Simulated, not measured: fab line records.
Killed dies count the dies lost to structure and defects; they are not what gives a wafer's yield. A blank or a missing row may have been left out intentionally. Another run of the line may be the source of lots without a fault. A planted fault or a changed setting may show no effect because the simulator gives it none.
Which of the tools did it?	flow rit cmos	7 lots, 21 wafers sampled, at 3 steps of a route of 202

WHAT THE GAUGES READ, wafer by wafer
RIT_WELLDRIVE_RS_MEAS_02: measures by four-point-probe.
lot	measured	on	PWELL_RS (ohm/sq)
L656	day 3 03:52	film metro-03	427.6 427.8 427.2
L662	day 4 12:59	film metro-02	427.0 428.3 429.5
L666	day 5 05:06	film metro-02	424.9 425.1 425.1
L668	day 5 13:31	film metro-03	427.5 428.0 426.6
L670	day 6 03:29	film metro-04	425.5 425.2 424.9
L672	day 6 15:47	film metro-04	425.9 425.9 424.6
L674	day 6 20:08	film metro-04	429.1 429.4 428.7

WHICH TOOL RAN EACH LOT (tool, then ch and the chambers of the sampled wafers, then the start)
lot	RIT_NWELL_EXPOSE_03	RIT_PWELL_STRIP_09
L656	iline stepper-02 ch 0, day 2 18:40	plasma asher-03 ch 0,1, day 2 21:06
L662	iline stepper-01, day 4 04:46	plasma asher-01 ch 0,1, day 4 07:32
L666	iline stepper-01 ch 0, day 4 20:44	plasma asher-03 ch 1, day 4 23:16
L668	iline stepper-02 ch 0, day 5 05:32	plasma asher-01 ch 0,1, day 5 08:05
L670	iline stepper-01 ch 0, day 5 16:11	plasma asher-03 ch 0,1, day 5 18:36
L672	iline stepper-02 ch 0, day 6 05:48	plasma asher-03 ch 0,1, day 6 08:23
L674	iline stepper-01 ch 0, day 6 12:10	plasma asher-01 ch 1, day 6 14:40
- RIT_NWELL_EXPOSE_03: exposes mask M2, target cd 43900 nm.
- RIT_PWELL_STRIP_09: strips in O2, time 180 s.

THE ANSWER, worked out from the rows above alone
Rule: what is usual is taken from the lots themselves. The widest of any qualifying gaps counts: lots, ordered by their means at a reading, are off when they make up no more than a third of the lots, leave a main group of 4 or more, and stand apart from it by 3 or more times the standard deviation of that group's means. A main group is skipped when, at the precision printed for the reading in the tables above, its means are all equal. A lot without any number at a reading at which 4 lots or more have one is off too. All remaining lots with rows at the step are treated as sound.
None of the lots is off at any reading shown; this tells nothing.

WHAT THE SIMULATOR PUT IN
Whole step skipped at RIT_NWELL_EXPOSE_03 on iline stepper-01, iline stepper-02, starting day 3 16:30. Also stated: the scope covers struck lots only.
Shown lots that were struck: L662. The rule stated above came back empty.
